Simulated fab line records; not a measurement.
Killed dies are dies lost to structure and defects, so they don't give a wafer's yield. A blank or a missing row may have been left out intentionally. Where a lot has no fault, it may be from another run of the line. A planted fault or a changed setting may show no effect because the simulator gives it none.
The same fault as seen by 2 desks    flow rit cmos    each desk has only its own numbers; what lay behind them comes last

THE TOOL OWNER'S DESK: furnace-03
The tool's own readings at RIT_GATE_OXIDATION_05 (target thk 3 nm, ox time 270 s): means of the sampled wafers that have a number, for each lot that ran on this tool. A lot is out of limits, marked OUT, if its mean lies more than 4 standard deviations from the usual mean; the brackets give that distance.
Columns: A = spike tc centre C at RIT_GATE_OXIDATION_05, usual 903.2 C; B = spike tc load C at RIT_GATE_OXIDATION_05, usual 923 C; C = spike tc source C at RIT_GATE_OXIDATION_05, usual 921.9 C
lot   first seen here  A                 B               C
L115  day 2 09:00      902.9             924             919.6
L119  day 3 05:57      903.9             923             920.8
L121  day 3 15:44      902.9             923             920.1
L128  day 5 00:53      887.7 (-9.7) OUT  908 (-4.9) OUT  904.8 (-6.8) OUT
L130  day 5 13:17      886.0 (-11) OUT   907 (-5.1) OUT  903.6 (-7.3) OUT
This desk's finding: out of limits on L128, L130; first on L128, day 5 00:53 (spike tc centre C at RIT_GATE_OXIDATION_05). Within limits: L115, L119, L121.

THE METROLOGY DESK
Means of the sampled wafers that have a number, per lot and without regard to the tool the lot ran on: this is what the gauges read. A lot is out of limits, marked OUT, if its mean lies more than 4 standard deviations from the usual mean; the brackets give that distance.
Columns: A = GATE_OXIDE_THK at RIT_GATE_THK_MEAS_07, usual 3.00 nm
lot   first seen here  A
L115  day 2 10:20      2.97
L117  day 2 19:43      3.05
L118  day 3 01:02      2.98
L119  day 3 08:51      2.99
L120  day 3 12:13      2.98
L121  day 3 18:16      2.98
L122  day 3 21:08      3.00
L123  day 4 07:24      3.03
L128  day 5 02:12      2.49 (-8.4) OUT
L130  day 5 15:36      2.39 (-10) OUT
L133  day 6 04:49      2.96
L134  day 6 10:14      2.90
L135  day 6 13:23      2.97
L136  day 6 18:59      3.10
This desk's result: L128, L130 out of limits, first on L128 (GATE_OXIDE_THK at RIT_GATE_THK_MEAS_07), day 5 02:12. Within limits: L115, L117, L118, L119, L120, L121, L122, L123, L133, L134, L135, L136.

BROUGHT TOGETHER
An alarm could have come from the tool owner's desk at day 5 00:53, on L128, L130.
The metrology desk could have raised an alarm at day 5 02:12, on L128, L130.
RIT_GATE_OXIDATION_05 was run on furnace-03 by each of the lots named.

WHAT HAD BEEN PUT IN BY THE SIMULATOR
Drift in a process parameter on furnace-03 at RIT_GATE_OXIDATION_05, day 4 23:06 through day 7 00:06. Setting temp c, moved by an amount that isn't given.
Struck lots among those shown: L128, L130.
Fault start to first reading out of limits, in hours, per desk: tool owner, 2; metrology, 3.
